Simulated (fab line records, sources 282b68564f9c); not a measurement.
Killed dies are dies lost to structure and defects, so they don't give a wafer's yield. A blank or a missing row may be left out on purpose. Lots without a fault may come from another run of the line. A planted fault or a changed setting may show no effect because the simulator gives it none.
Which tool did it? | flow rit_cmos | 7 lots, 21 wafers sampled, at 2 steps of a route of 202

WHAT THE GAUGES READ, wafer by wafer
RIT_GATE_THK_MEAS_09.
lot  | measured    | on            | GATE_POLY_THK (nm)
L673 | day 2 16:10 | film_metro-04 | 254.5 255.2 252.5
L675 | day 3 02:29 | film_metro-02 | 252.8 252.6 254.5
L678 | day 3 16:35 | film_metro-04 | 250.0 248.5 251.0
L686 | day 5 10:52 | film_metro-04 | 201.0 200.9 200.4
L688 | day 5 19:11 | film_metro-04 | 194.6 197.2 197.3
L691 | day 6 14:31 | film_metro-01 | 244.1 245.6 243.9
L694 | day 7 02:58 | film_metro-02 | 246.7 246.2 248.3

WHICH TOOL RAN EACH LOT (tool, then ch and the chambers of the sampled wafers, then the start)
lot  | RIT_GATE_CVD_08
L673 | lpcvd-01 ch 1, day 2 14:32
L675 | lpcvd-02 ch 0, day 3 00:52
L678 | lpcvd-01 ch 1, day 3 14:58
L686 | lpcvd-01 ch 0, day 5 09:14
L688 | lpcvd-01 ch 0, day 5 17:34
L691 | lpcvd-02 ch 1, day 6 12:55
L694 | lpcvd-02 ch 1, day 7 01:21
- RIT_GATE_CVD_08: deposits poly-Si from SiH4, target thk 250 nm, time 2220 s.

THE ANSWER, worked out from the rows above alone
Rule: what is usual is taken from the lots themselves. Put in order of their means at a reading, lots are off if they are a third of the lots or fewer, leave a main group of 4 or more, and stand apart from it by a gap of 3 or more times the standard deviation of the main group's means; of several such gaps the widest counts. A main group whose means are all the same, to the digits that the tables above print for the reading, isn't used. A lot without any number at a reading at which 4 lots or more have one is off too. The other lots that the step has rows for count as sound.
Off: L686, L688, at RIT_GATE_THK_MEAS_09 (GATE_POLY_THK). The main group: mean 249.8 nm, standard deviation 3.6.
A tool fits if, at a process step before that reading, it ran every lot that is off, and no sound lot after the first of them. The gauges at RIT_GATE_THK_MEAS_09 are tried like those tools. Can't be told from this: 2 tools fit, lpcvd-01 at RIT_GATE_CVD_08, film_metro-04 at RIT_GATE_THK_MEAS_09.

WHAT THE SIMULATOR HAD PUT IN
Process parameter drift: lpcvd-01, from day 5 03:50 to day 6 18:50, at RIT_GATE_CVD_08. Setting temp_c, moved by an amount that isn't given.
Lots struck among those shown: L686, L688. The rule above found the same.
